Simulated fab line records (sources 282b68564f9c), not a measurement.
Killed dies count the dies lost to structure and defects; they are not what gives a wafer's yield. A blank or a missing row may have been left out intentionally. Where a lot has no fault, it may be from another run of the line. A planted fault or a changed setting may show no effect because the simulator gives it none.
A sampling plan put to the test + flow rit cmos + one fab line, 5 faults that these records tell of, each judged on the records of the lots that it struck; 2 more are left out, because the records don't allow judging them
The plan consists of the line's own looks: route steps at which the wafer is read by a gauge or an inspection but not changed. Where struck wafers have a number at a look and the file lists that look's usual mean and standard deviation on fault-free wafers, the look can be judged. Caught: a look later than the fault's first step finds the struck wafers' mean 4 or more of those standard deviations (sigma) from the usual mean. On the tool: the identical test, applied to the tool's own readings at the steps of the fault. It also counts as caught if the struck wafers ran another recipe or if their record alone is blank.

THE FAULTS, as the simulator had put them in
1. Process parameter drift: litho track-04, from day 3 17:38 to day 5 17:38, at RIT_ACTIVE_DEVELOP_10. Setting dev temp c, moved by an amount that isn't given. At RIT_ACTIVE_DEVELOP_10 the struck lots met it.
2. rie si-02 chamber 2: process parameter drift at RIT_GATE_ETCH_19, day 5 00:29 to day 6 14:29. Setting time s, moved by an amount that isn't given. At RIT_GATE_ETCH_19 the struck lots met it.
3. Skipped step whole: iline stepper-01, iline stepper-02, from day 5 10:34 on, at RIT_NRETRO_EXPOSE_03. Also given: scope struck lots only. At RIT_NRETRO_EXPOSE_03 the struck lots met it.
4. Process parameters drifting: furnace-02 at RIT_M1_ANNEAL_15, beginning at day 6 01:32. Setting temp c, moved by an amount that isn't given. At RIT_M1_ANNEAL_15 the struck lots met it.
5. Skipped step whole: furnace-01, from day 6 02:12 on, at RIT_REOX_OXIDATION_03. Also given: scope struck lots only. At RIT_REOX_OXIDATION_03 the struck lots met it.

WHAT THE PLAN SAW
| fault | on the tool itself                               | first look that catches it                      | reading, sigma                                  | median hours from its first step to that look | hours from the fault's start to the first struck lot there | judged looks passed uncaught |
|-------|--------------------------------------------------|-------------------------------------------------|-------------------------------------------------|-----------------------------------------------|------------------------------------------------------------|------------------------------|
| 1     | developer temp C +19 sigma                       | none of the 2 looks that can be judged after it | strongest: cd nm at RIT_ACTIVE_CD_MEAS_11, +3.1 | -                                             | -                                                          | 2                            |
| 2     | run length s +84 sigma                           | not the one look that can be judged after it    | -                                               | -                                             | -                                                          | 1                            |
| 3     | no reading that can be judged                    | not the one look that can be judged after it    | -                                               | -                                             | -                                                          | 1                            |
| 4     | tube center temp C -99 or beyond sigma           | no look after it can be judged                  | -                                               | -                                             | -                                                          | 0                            |
| 5     | the tool's record is blank for the struck wafers | no look after it can be judged                  | -                                               | -                                             | -                                                          | 0                            |
Dash: fault not caught, or number not given in these records.

Caught at a look: 0 of 5. Caught on the tool: 4 of 5. By one or the other: 4 of 5.
Faults caught by the tool alone: 1, 2, 4, 5.
Caught by neither: fault 3.
